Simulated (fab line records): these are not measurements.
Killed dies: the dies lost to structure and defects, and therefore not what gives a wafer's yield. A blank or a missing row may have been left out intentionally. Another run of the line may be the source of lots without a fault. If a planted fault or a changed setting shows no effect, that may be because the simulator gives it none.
8D (eight disciplines) problem report, filled in by code	flow berkeley_cmos170	the parts of the form that need people (team, actions taken, sign-off) are left out

1. WHAT IS WRONG
Wafers free of any fault read 2006 nm (standard deviation 29) for V1_TEOS_THK at UCB170_V1_THK_MEAS_01, against a mean of 2277 nm on 3 wafers of 2 lots. That puts it +9.4 standard deviations away from the usual mean.
First seen on wafer L482.2, day 10 22:38, on film_metro-01. Wafers with a number at this step in the record: 42, from 14 lots. Rule for "out", or "out of limits": more than 4 standard deviations from the usual mean. The other wafers with a number count as sound.

2. WHAT THIS IS AND IS NOT
question	is	is not
which readings at this step	V1_TEOS_THK	-
which lots	L482, L486	L466, L467, L468, L469, L470, L471, L472, L474, L483, L484, L488, L489
which wafers of those lots	L482.2, L482.4, L486.5	L482.5, L486.3, L486.4
read on which gauges	film_metro-01, film_metro-03	film_metro-04
when	from day 10 22:38	up to then (25 sound wafers); but 14 sound wafers of L483, L484, L486, L488, L489 came after

3. SUSPECTS, AND WHAT RULES EACH OUT
Counting: if a tool at a process step up to the reading ran every lot that is out, it stays a suspect. Sound lots after the first of them don't rule it out here, since some wafers of a struck lot are sound.
- the gauge at UCB170_V1_THK_MEAS_01 is ruled out. The wafers that are out were read on 2 gauges (film_metro-01, film_metro-03).
- pecvd-01 at UCB170_V1_CVD_00 (deposits SiO2 from TEOS/O2, target thk 2000 nm, time 250 s): kept. Every lot that is out went through it, the first being L482 (day 10 22:29); the last sound lot it ran before that was L469 (day 8 01:20).
- pecvd-01, UCB170_V1_CVD_00: wafers that are out in chamber 0, sound lot-mates in chambers 1, 2.
Remaining after the count: pecvd-01 at UCB170_V1_CVD_00.

4. THE CAUSE (what the simulator had put in)
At UCB170_V1_CVD_00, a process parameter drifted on pecvd-01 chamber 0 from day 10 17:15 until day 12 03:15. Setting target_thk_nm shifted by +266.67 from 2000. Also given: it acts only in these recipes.
After counting, this tool was the only one left.

5. THE EFFECT CHAIN, in route order
Rows list readings where the struck wafers' mean (over those with a number) sits beyond 3 standard deviations from the usual. Only readings whose record carries a usual standard deviation are examined. hours: median over the lots of the time between each lot's start at the first step of this table that gives one and its start at this step. sigmas: the change, counted in usual standard deviations.
hours	step	reading	usual	on struck wafers	change	sigmas
0	UCB170_V1_THK_MEAS_01	V1_TEOS_THK	2006 nm	2277	+271	+9.4

6. HOW IT WOULD HAVE BEEN CAUGHT EARLIER
The first out-of-limits reading at a measuring or inspecting step in this record came at day 10 22:38, 5 hours after the fault's start at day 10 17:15.
Tool readings at UCB170_V1_CVD_00 with a usual standard deviation given in the record: none out on any struck wafer, hence no alarm at a limit of 4 standard deviations on them.
Of the lots that are out (2), L486 began UCB170_V1_CVD_00 on pecvd-01 after day 10 22:38. Putting the tool on hold at that point would have spared it.
